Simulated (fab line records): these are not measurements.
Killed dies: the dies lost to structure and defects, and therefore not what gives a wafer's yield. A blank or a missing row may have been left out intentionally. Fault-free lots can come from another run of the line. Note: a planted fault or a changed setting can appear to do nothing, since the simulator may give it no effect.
Check for tools in common | flow berkeley cmos170 | Sample size 14 lots and 42 wafers

WHAT PROMPTED THE OPENING
Of 14 lots, 2 have the reading V2_POLISHED_THK flagged at UCB170_V2_THK_MEAS_04. Fault-free wafers read 1000.3 nm, with a standard deviation of 1.2.
Rule: a lot is flagged when every wafer of it that has a number lies more than 4 standard deviations from that mean, or none has a number. As for the other lots, they are considered sound.

lot  | measured     | on            | V2_POLISHED_THK (nm), wafer by wafer | flag
L678 | day 7 08:05  | film metro-01 | 998.6 999.7 998.2                    |
L682 | day 8 03:58  | film metro-01 | 1000.7 1000.9 1001.0                 |
L684 | day 8 08:26  | film metro-02 | 999.5 999.4 999.1                    |
L685 | day 8 18:31  | film metro-02 | 1000.8 1001.3 1001.6                 |
L687 | day 9 11:10  | film metro-04 | 1958.7 1952.0 1995.1                 | FLAGGED
L690 | day 9 11:16  | film metro-02 | 1987.9 2010.8 2009.1                 | FLAGGED
L686 | day 9 11:34  | film metro-04 | 1000.3 1000.1 999.8                  |
L691 | day 10 12:16 | film metro-04 | 1000.0 998.9 999.9                   |
L695 | day 10 12:32 | film metro-02 | 1000.6 999.9 1001.1                  |
L697 | day 11 04:51 | film metro-01 | 1002.2 1001.7 1001.7                 |
L698 | day 11 11:01 | film metro-02 | 999.2 999.5 999.7                    |
L700 | day 12 06:44 | film metro-04 | 1001.7 1001.3 1000.9                 |
L699 | day 12 07:04 | film metro-04 | 1001.3 1000.5 999.7                  |
L701 | day 12 07:21 | film metro-02 | 1001.1 999.7 999.8                   |
On average the flagged lots read 1985.6 nm, which is +985.3 nm against the usual, or +99 or more standard deviations.

EACH LOT AND THE TOOL IT RAN ON
3 process steps preceding the reading are held in the record, out of 331 steps in the route. Each cell gives the tool, then ch followed by the chambers the sampled wafers passed through, then the start.
lot  | flag    | UCB170_SILICIDE_SPUTTER_01   | UCB170_CONTACT_STRIP_19              | UCB170_V2_CMP_02
L678 |         | pvd sputter-04, day 6 12:23  | plasma asher-03 ch 0,1, day 6 17:11  | cmp-01 ch 1,2, day 7 07:40
L682 |         | pvd sputter-03, day 7 09:35  | plasma asher-04 ch 0,1, day 7 13:56  | cmp-02 ch 1,2,3, day 8 03:33
L684 |         | pvd sputter-03, day 7 12:45  | plasma asher-03 ch 0,1, day 7 18:23  | cmp-01 ch 1,2,3, day 8 08:09
L685 |         | pvd sputter-04, day 7 23:13  | plasma asher-02 ch 0,1, day 8 03:39  | cmp-02 ch 2,3, day 8 18:06
L687 | FLAGGED | pvd sputter-03, day 8 15:22  | plasma asher-03 ch 0,1, day 8 22:28  | cmp-01 ch 1,2,3, day 9 10:47
L690 | FLAGGED | pvd sputter-03, day 8 16:19  | plasma asher-02 ch 0,1, day 8 22:32  | cmp-02 ch 1,2, day 9 10:53
L686 |         | pvd sputter-04, day 8 16:23  | plasma asher-02 ch 0,1, day 8 22:52  | cmp-02 ch 0,1,3, day 9 11:08
L691 |         | pvd sputter-02, day 9 17:55  | plasma asher-02 ch 0,1, day 9 23:04  | cmp-01 ch 1,2, day 10 11:49
L695 |         | pvd sputter-04, day 9 17:43  | plasma asher-03 ch 0,1, day 9 22:30  | cmp-01 ch 0,1, day 10 12:10
L697 |         | pvd sputter-03, day 10 08:13 | plasma asher-03 ch 0,1, day 10 13:23 | cmp-02 ch 0,2, day 11 04:28
L698 |         | pvd sputter-02, day 10 16:29 | plasma asher-03 ch 0,1, day 10 21:14 | cmp-02 ch 2,3, day 11 10:34
L700 |         | pvd sputter-03, day 11 10:02 | plasma asher-04 ch 0,1, day 11 14:35 | cmp-02 ch 0,1, day 12 06:17
L699 |         | pvd sputter-03, day 11 10:31 | plasma asher-02 ch 0,1, day 11 16:54 | cmp-02 ch 1,2,3, day 12 06:44
L701 |         | pvd sputter-02, day 11 10:02 | plasma asher-02 ch 0,1, day 11 15:52 | cmp-01 ch 1,2,3, day 12 07:02
What is done by these steps:
- UCB170_SILICIDE_SPUTTER_01: material Ti, target thk 30 nm, time 25 s.
- UCB170_CONTACT_STRIP_19: strips in O2.
- UCB170_V2_CMP_02: polishes SiO2.
- UCB170_V2_THK_MEAS_04

FLAGGED OVER TOTAL, TOOL BY TOOL (the gauges that took the reading come last)
step                       | tool            | lots run | flagged | share of the flagged lots | sound lots run after its first flagged lot
UCB170_SILICIDE_SPUTTER_01 | pvd sputter-02  | 3        | 0       | none                      | -
UCB170_SILICIDE_SPUTTER_01 | pvd sputter-03  | 7        | 2       | all                       | 3 (L697,L700,L699)
UCB170_SILICIDE_SPUTTER_01 | pvd sputter-04  | 4        | 0       | none                      | -
UCB170_CONTACT_STRIP_19    | plasma asher-02 | 6        | 1       | some                      | 4 (L686,L691,L701,L699)
UCB170_CONTACT_STRIP_19    | plasma asher-03 | 6        | 1       | some                      | 3 (L695,L697,L698)
UCB170_CONTACT_STRIP_19    | plasma asher-04 | 2        | 0       | none                      | -
UCB170_V2_CMP_02           | cmp-01          | 6        | 1       | some                      | 3 (L691,L695,L701)
UCB170_V2_CMP_02           | cmp-02          | 8        | 1       | some                      | 5 (L686,L697,L698,L700,L699)
UCB170_V2_THK_MEAS_04      | film metro-01   | 3        | 0       | none                      | -
UCB170_V2_THK_MEAS_04      | film metro-02   | 6        | 1       | some                      | 3 (L695,L698,L701)
UCB170_V2_THK_MEAS_04      | film metro-04   | 5        | 1       | some                      | 4 (L686,L691,L700,L699)

WHAT THE TABLE ALLOWS
1 row of the table ran every flagged lot: pvd sputter-03 at UCB170_SILICIDE_SPUTTER_01.
- pvd sputter-03 at UCB170_SILICIDE_SPUTTER_01 ran 7 lots, 2 of them flagged. Sound lots followed the first flagged one (L697, L700, L699) on it, something a lasting fault affecting the whole tool could not allow.
There is no row in the table that ran each flagged lot and no sound lot after the first.

WHAT THE SIMULATOR PUT IN
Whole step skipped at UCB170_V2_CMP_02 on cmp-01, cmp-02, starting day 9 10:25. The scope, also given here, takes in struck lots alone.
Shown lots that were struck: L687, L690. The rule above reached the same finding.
